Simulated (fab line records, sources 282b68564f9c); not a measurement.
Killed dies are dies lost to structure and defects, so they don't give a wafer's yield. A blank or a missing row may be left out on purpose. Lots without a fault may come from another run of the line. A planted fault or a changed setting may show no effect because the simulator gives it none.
Split-lot experiment | flow rit_cmos | 5 lots, 23 wafers read, on a route of 202 steps

THE SPLIT
At RIT_PWELL_IMPLANT_08, the setting energy_kev was moved away from the recipe's 170 on 8 of the 23 wafers read, by -3.6% to +5.4%. The other wafers ran this setting at the recipe's value.

The reading is taken at the split's own step.

THE READING
implant.drp_nm (the simulator's own value, which no gauge read), in nm, at RIT_PWELL_IMPLANT_08. The file gives no usual value for it.

wafer  | tool, chamber at the split | energy_kev as run | against the recipe | implant.drp_nm, nm | against lot-mates on the recipe
L074.2 | implanter-02, 0            | 170               | recipe             | 102.9              | -
L074.4 | implanter-02, 0            | 170               | recipe             | 102.9              | -
L074.5 | implanter-02, 0            | 170               | recipe             | 102.9              | -
L078.1 | implanter-01, 0            | 170               | recipe             | 102.9              | -
L078.4 | implanter-01, 0            | 170               | recipe             | 102.9              | -
L078.6 | implanter-01, 0            | 170               | recipe             | 102.9              | -
L078.3 | implanter-01, 0            | 179.2             | +5.4%              | 104.4              | +1.5
L078.5 | implanter-01, 0            | 179.2             | +5.4%              | 104.4              | +1.5
L080.1 | implanter-04, 0            | 170               | recipe             | 102.9              | -
L080.4 | implanter-04, 0            | 170               | recipe             | 102.9              | -
L080.2 | implanter-04, 0            | 163.9             | -3.6%              | 101.6              | -1.3
L080.3 | implanter-04, 0            | 163.9             | -3.6%              | 101.6              | -1.3
L080.6 | implanter-04, 0            | 163.9             | -3.6%              | 101.6              | -1.3
L082.1 | implanter-01, 0            | 170               | recipe             | 102.9              | -
L082.2 | implanter-01, 0            | 170               | recipe             | 102.9              | -
L082.3 | implanter-01, 0            | 170               | recipe             | 102.9              | -
L082.4 | implanter-01, 0            | 170               | recipe             | 102.9              | -
L082.5 | implanter-01, 0            | 170               | recipe             | 102.9              | -
L083.2 | implanter-01, 0            | 173               | +1.8%              | 103.4              | +0.5
L083.3 | implanter-01, 0            | 173               | +1.8%              | 103.4              | +0.5
L083.6 | implanter-01, 0            | 173               | +1.8%              | 103.4              | +0.5
L083.4 | implanter-01, 0            | 170               | recipe             | 102.9              | -
L083.5 | implanter-01, 0            | 170               | recipe             | 102.9              | -

THE FIT
A straight line over all 23 wafers: implant.drp_nm changes by +0.311 nm for each +1% of energy_kev; r = +0.99; the points scatter about the line by 0.078 nm.
The same after taking each lot's own level away (the mean of its wafers on the recipe; 23 wafers): +0.311 nm for each +1%; r = +0.99; scatter 0.078 nm.
On that fit, the largest move of energy_kev shifts the reading by 1.7 nm.
The lots' own levels span 102.90 to 102.90 nm.
So the lot-to-lot level changes the slope little: the two slopes agree.
Check: with one of the wafers moved furthest among these (+5.4%) left out of the fit, the line predicts +1.69 nm for it against its lot-mates. It came out at +1.5 nm against them.

OTHER SPLITS ON THESE WAFERS
These wafers also went through other splits before the reading. Each is held against what the fit with the lots' levels taken away leaves over:
other split on the same wafers  | wafers away from the commonest value | r with implant.drp_nm (lot level and that fit taken away)
RIT_ACTIVE_CVD_03 temp_c        | 15                                   | -0.15
RIT_ACTIVE_ETCH_13 rf_w         | 6                                    | +0.13
RIT_FOX1_OXIDATION_00 ox_time_s | 18                                   | -0.47
RIT_FOX1_WET_ETCH_02 time_s     | 18                                   | -0.16

THE WHOLE CHAIN: every reading that the file lists as answering this split, in the file's order
step                 | what it does | reading                                                         | change (the file's fit)               | r (the file's)
RIT_PWELL_IMPLANT_08 |              | implant.rp_nm (the simulator's own value, which no gauge read)  | +3.73 nm for each +1% of the setting  | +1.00
RIT_PWELL_IMPLANT_08 |              | implant.drp_nm (the simulator's own value, which no gauge read) | +0.299 nm for each +1% of the setting | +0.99

THE FILE'S OWN FIT
implant.drp_nm changes by +0.299 nm for each +1% of energy_kev, r = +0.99.
